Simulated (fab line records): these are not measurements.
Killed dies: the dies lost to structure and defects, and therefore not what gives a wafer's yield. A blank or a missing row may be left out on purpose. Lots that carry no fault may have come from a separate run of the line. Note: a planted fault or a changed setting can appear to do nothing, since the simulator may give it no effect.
The tool behind it: which one? + flow berkeley_cmos170 + Sampling: 14 lots, 42 wafers, 4 of 331 route steps

## WHAT EACH GAUGE READ, for each wafer
UCB170_NLDD_CD_MEAS_06: the cd target is 1200 nm. Usual: cd_nm reads 1199.8 nm (standard deviation 1.2).
| lot  | measured     | on        | cd_nm (nm)           | flag |
|------|--------------|-----------|----------------------|------|
| L863 | day 6 02:37  | cd_sem-01 | 1198.7 1200.5 1200.8 |      |
| L867 | day 7 03:34  | cd_sem-02 | 1201.8 1202.3 1201.5 |      |
| L868 | day 7 04:08  | cd_sem-02 | 1200.5 1199.8 1200.0 |      |
| L869 | day 8 03:37  | cd_sem-02 | 1198.7 1198.3 1198.0 |      |
| L870 | day 8 03:53  | cd_sem-02 | 1200.6 1199.2 1198.4 |      |
| L871 | day 8 04:23  | cd_sem-01 | 1199.9 1199.7 1199.7 |      |
| L872 | day 8 08:41  | cd_sem-01 | 1199.6 1199.0 1199.3 |      |
| L873 | day 8 08:42  | cd_sem-02 | 1196.7 1197.1 1198.6 |      |
| L874 | day 8 13:10  | cd_sem-02 | 1200.5 1200.0 1199.2 |      |
| L882 | day 10 14:41 | cd_sem-01 | - - -                | OFF  |
| L883 | day 10 19:59 | cd_sem-02 | - - -                | OFF  |
| L884 | day 10 20:13 | cd_sem-02 | 1199.4 1199.5 1200.1 |      |
| L885 | day 11 09:44 | cd_sem-02 | 1199.9 1201.7 1199.9 |      |
| L886 | day 11 17:21 | cd_sem-02 | 1200.6 1199.9 1198.9 |      |

UCB170_PSD_OVL_MEAS_07. Usual: PSD_OVL typically reads -2 nm, with standard deviation 4.8.
| lot  | measured     | on         | PSD_OVL (nm) | flag |
|------|--------------|------------|--------------|------|
| L863 | day 6 13:35  | overlay-01 | 1 -6 0       |      |
| L867 | day 7 09:34  | overlay-02 | -8 -6 -8     |      |
| L868 | day 7 09:47  | overlay-01 | -11 -5 -3    |      |
| L869 | day 8 09:56  | overlay-02 | -8 0 0       |      |
| L870 | day 8 10:12  | overlay-01 | -8 -4 -1     |      |
| L871 | day 8 10:15  | overlay-02 | -3 5 -2      |      |
| L872 | day 8 15:13  | overlay-01 | -4 0 0       |      |
| L873 | day 8 14:55  | overlay-01 | 0 -5 -3      |      |
| L874 | day 8 20:47  | overlay-02 | -8 -6 3      |      |
| L882 | day 10 22:29 | overlay-01 | -9 -8 -1     |      |
| L883 | day 11 06:55 | overlay-02 | 1 -2 9       |      |
| L884 | day 11 06:32 | overlay-01 | 1 -3 1       |      |
| L885 | day 11 19:00 | overlay-02 | 4 -9 -3      |      |
| L886 | day 12 03:57 | overlay-02 | -9 6 5       |      |

## WHAT TOOL EACH LOT RAN ON (gives the tool, then ch and the chambers of the sampled wafers, and finally the start)
| lot  | UCB170_ZERO_ETCH_06               | UCB170_NLDD_COAT_01               |
|------|-----------------------------------|-----------------------------------|
| L863 | rie_diel-01 ch 1,2, day 1 20:36   | litho_track-04 ch 0, day 6 01:37  |
| L867 | rie_diel-04 ch 1,2, day 2 14:58   | litho_track-04 ch 0, day 7 02:22  |
| L868 | rie_diel-03 ch 0,2,3, day 2 20:34 | litho_track-04 ch 0, day 7 03:13  |
| L869 | rie_diel-04 ch 0,2,3, day 3 03:17 | litho_track-04 ch 0, day 8 02:49  |
| L870 | rie_diel-04 ch 0,2,3, day 3 08:13 | litho_track-01 ch 0, day 8 03:02  |
| L871 | rie_diel-03 ch 0,2,3, day 3 10:04 | litho_track-01 ch 0, day 8 03:35  |
| L872 | rie_diel-03 ch 1,3, day 3 18:24   | litho_track-03 ch 0, day 8 07:40  |
| L873 | rie_diel-04 ch 0,1,2, day 3 21:20 | litho_track-01 ch 0, day 8 07:35  |
| L874 | rie_diel-01 ch 0,2,3, day 4 02:49 | litho_track-03 ch 0, day 8 12:21  |
| L882 | rie_diel-03 ch 1,2, day 5 18:36   | litho_track-03, day 10 13:40      |
| L883 | rie_diel-03 ch 1,2, day 5 22:22   | litho_track-03, day 10 19:11      |
| L884 | rie_diel-03 ch 0,1,3, day 6 03:47 | litho_track-04 ch 0, day 10 19:23 |
| L885 | rie_diel-01 ch 0,2,3, day 6 13:58 | litho_track-04 ch 0, day 11 09:02 |
| L886 | rie_diel-03 ch 2,3, day 6 17:46   | litho_track-01 ch 0, day 11 16:11 |
- UCB170_ZERO_ETCH_06: etches SiO2 in CHF3/CF4/Ar, time 12 s.
- UCB170_NLDD_COAT_01: resist thk 900 nm.

## AS READ BY THE TOOLS THEMSELVES (means over the sampled wafers that have a number; for cases with no such wafer, the mark the record gives instead)
UCB170_ZERO_ETCH_06. Usual: drypump_motor_current_A 5.8 A, standard deviation 0.33; oes_product_au 0.616 a.u., standard deviation 0.0054; throttle_valve_pct 9.28 %, standard deviation 0.14.
| lot  | tool        | drypump_motor_current_A (A) | oes_product_au (a.u.) | throttle_valve_pct (%) | flag |
|------|-------------|-----------------------------|-----------------------|------------------------|------|
| L863 | rie_diel-01 | 5.7                         | 0.609                 | 9.07                   |      |
| L867 | rie_diel-04 | 5.8                         | 0.617                 | 9.43                   |      |
| L868 | rie_diel-03 | 5.8                         | 0.621                 | 9.19                   |      |
| L869 | rie_diel-04 | 6.1                         | 0.616                 | 9.45                   |      |
| L870 | rie_diel-04 | 6.1                         | 0.623                 | 9.45                   |      |
| L871 | rie_diel-03 | 5.8                         | 0.617                 | 9.19                   |      |
| L872 | rie_diel-03 | 5.5                         | 0.612                 | 9.29                   |      |
| L873 | rie_diel-04 | 5.9                         | 0.619                 | 9.44                   |      |
| L874 | rie_diel-01 | 5.6                         | 0.618                 | 9.23                   |      |
| L882 | rie_diel-03 | 5.7                         | 0.616                 | 9.28                   |      |
| L883 | rie_diel-03 | 5.7                         | 0.617                 | 9.27                   |      |
| L884 | rie_diel-03 | 5.7                         | 0.617                 | 9.24                   |      |
| L885 | rie_diel-01 | 5.6                         | 0.613                 | 9.24                   |      |
| L886 | rie_diel-03 | 5.7                         | 0.614                 | 9.20                   |      |

UCB170_NLDD_COAT_01. Usual: chill_plate_temp_C 23.00 C, standard deviation 0.11; dispense_pressure_kPa 52.8 kPa, standard deviation 1.7.
| lot  | tool           | chill_plate_temp_C (C) | dispense_pressure_kPa (kPa) | flag |
|------|----------------|------------------------|-----------------------------|------|
| L863 | litho_track-04 | 23.00                  | 50.9                        |      |
| L867 | litho_track-04 | 23.05                  | 50.9                        |      |
| L868 | litho_track-04 | 22.88                  | 51.0                        |      |
| L869 | litho_track-04 | 22.89                  | 50.9                        |      |
| L870 | litho_track-01 | 22.91                  | 53.8                        |      |
| L871 | litho_track-01 | 23.02                  | 53.8                        |      |
| L872 | litho_track-03 | 22.94                  | 55.0                        |      |
| L873 | litho_track-01 | 23.09                  | 53.8                        |      |
| L874 | litho_track-03 | 22.90                  | 55.0                        |      |
| L882 | litho_track-03 | -                      | -                           | OFF  |
| L883 | litho_track-03 | -                      | -                           | OFF  |
| L884 | litho_track-04 | 23.00                  | 50.9                        |      |
| L885 | litho_track-04 | 23.01                  | 51.0                        |      |
| L886 | litho_track-01 | 22.98                  | 53.6                        |      |

## THE ANSWER, worked out from the rows above alone
Rule: lot off if the mean of its wafers having a number is beyond 3 standard deviations from the usual mean. Also off: a lot with no number at a reading for which 4 or more lots have one. All remaining lots with rows at the step are treated as sound. The gauges are gone through in route order, then the tools' own readings, and for those a lot's mean is taken as printed above. The first step at which some lot is off is used, and at that step the reading that is off furthest; a lot without a number counts as furthest.
Off at UCB170_NLDD_CD_MEAS_06 (cd_nm): L882, L883. Without a number there: L882, L883.
A tool fits if, at a process step before that reading, it ran every lot that is off, and no sound lot after the first of them. The gauges at UCB170_NLDD_CD_MEAS_06 aren't tried: what is off there is off at UCB170_NLDD_COAT_01 too, on other tools, and a gauge's error can't cause that. One candidate fits, namely litho_track-03 at UCB170_NLDD_COAT_01. A fault onset in the window from L874 (day 8 12:21, its last sound lot) to L882 (day 10 13:40, its first lot off) fits.
Blank at UCB170_NLDD_COAT_01 on the lots that are off, where sound lots have numbers: chill_plate_temp_C, dispense_pressure_kPa.

## WHAT THE SIMULATOR HAD INSERTED
Step skipped in full: litho_track-03, at UCB170_NLDD_COAT_01, from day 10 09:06 onward. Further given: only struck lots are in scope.
Shown lots that were struck: L882, L883. This agrees with what the rule above found.
